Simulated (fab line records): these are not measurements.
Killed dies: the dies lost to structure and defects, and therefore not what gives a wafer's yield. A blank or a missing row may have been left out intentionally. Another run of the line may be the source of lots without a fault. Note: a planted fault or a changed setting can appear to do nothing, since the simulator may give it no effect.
A struck lot beside a sound one -- flow berkeley_cmos170 -- 14 steps out of a route of 331
Sound: the wafers L710.2, L710.3, L710.5. Wafers L716.1, L716.2, L716.5 were the ones struck. Last of all comes the cause.
For every step that has rows: the tool of each side, followed by ch and its chambers, followed by its first start. Under that, the readings that differ: sound wafers -- struck wafers -- difference of the means -- sigmas: that difference in standard deviations of wafers without a fault.
alike: same words and numbers on both sides, and readings whose means sit less than 2 such deviations apart. not compared: any withheld reading, any reading some wafer has no value for, any bound like >300 that may hide the same value, and any number with overlapping values for which the record gives no deviation.
A row with sigmas, a row that says differs or no value, or rows on one side alone: a step with any of these is where the two part. Numbers that have no deviation but don't overlap get no sigmas and don't part them. A reading that every wafer of one side lacks parts them only if that side has two wafers or more.

first, 1 step without rows for these wafers: UCB170_M1_ANNEAL_14 (time 1200 s).
UCB170_V1_CVD_00: deposits SiO2 from TEOS/O2, target thk 2000 nm, time 250 s.
  sound on pecvd-04 ch 1,2, day 9 15:49; struck on pecvd-03 ch 0,1, day 11 07:11
  alike: heater_power_w
UCB170_V1_THK_MEAS_01:
  sound on film_metro-04, day 9 15:58; struck on film_metro-03, day 11 07:20
  alike: V1_TEOS_THK
UCB170_V1_CMP_02: polishes SiO2.
  sound on cmp-01 ch 1,3, day 9 16:04; struck on cmp-02 ch 0,1, day 11 07:27
  alike: motor_current_A, platen_rpm, retaining_ring_pressure_frac
UCB170_V1_BOW_MEAS_03:
  sound on film_metro-03, day 9 16:20; struck on film_metro-04, day 11 07:42
  alike: V1_BOW
UCB170_V1_THK_MEAS_04:
  sound on film_metro-03, day 9 16:27; struck on film_metro-04, day 11 07:49
  alike: V1_POLISHED_THK
then, 6 steps without rows for these wafers: UCB170_V1_CLEAN_05 (cleans in DIW); UCB170_V1_HMDS_06 (prime time 60 s); UCB170_V1_COAT_07 (resist thk 900 nm); UCB170_V1_SOFTBAKE_08 (time 60 s); UCB170_V1_EXPOSE_09 (exposes mask VIA1, target cd 700 nm); UCB170_V1_PEB_10.
UCB170_V1_DEVELOP_11: develop time 45 s.
  sound on litho_track-04 ch 0, day 9 17:00; struck on litho_track-03, day 11 08:00
  no value came back on the struck wafers for chill_plate_temp_C (C), develop_time_s (s), exhaust_pa (Pa); on the sound wafers chill_plate_temp_C (C) reads 23.02 22.83 22.98
reading,sound,struck,difference,sigmas
model.KrF_of_V1_COAT_07.thk_nm (nm),888.7 888.7 886.6,898.5 899.9 898.9,+11.1,
UCB170_V1_CD_MEAS_12: the cd target is 700 nm.
  sound on cd_sem-02, day 9 17:47; struck on cd_sem-02, day 11 08:57
reading,sound,struck,difference,sigmas
cd_nm (nm),698.9 699.8 700.5,- - -,no value on the struck wafers,

WHERE THEY PART
At UCB170_V1_DEVELOP_11 first; at UCB170_V1_CD_MEAS_12 last (within this record only).

WHY: whatever the simulator had introduced
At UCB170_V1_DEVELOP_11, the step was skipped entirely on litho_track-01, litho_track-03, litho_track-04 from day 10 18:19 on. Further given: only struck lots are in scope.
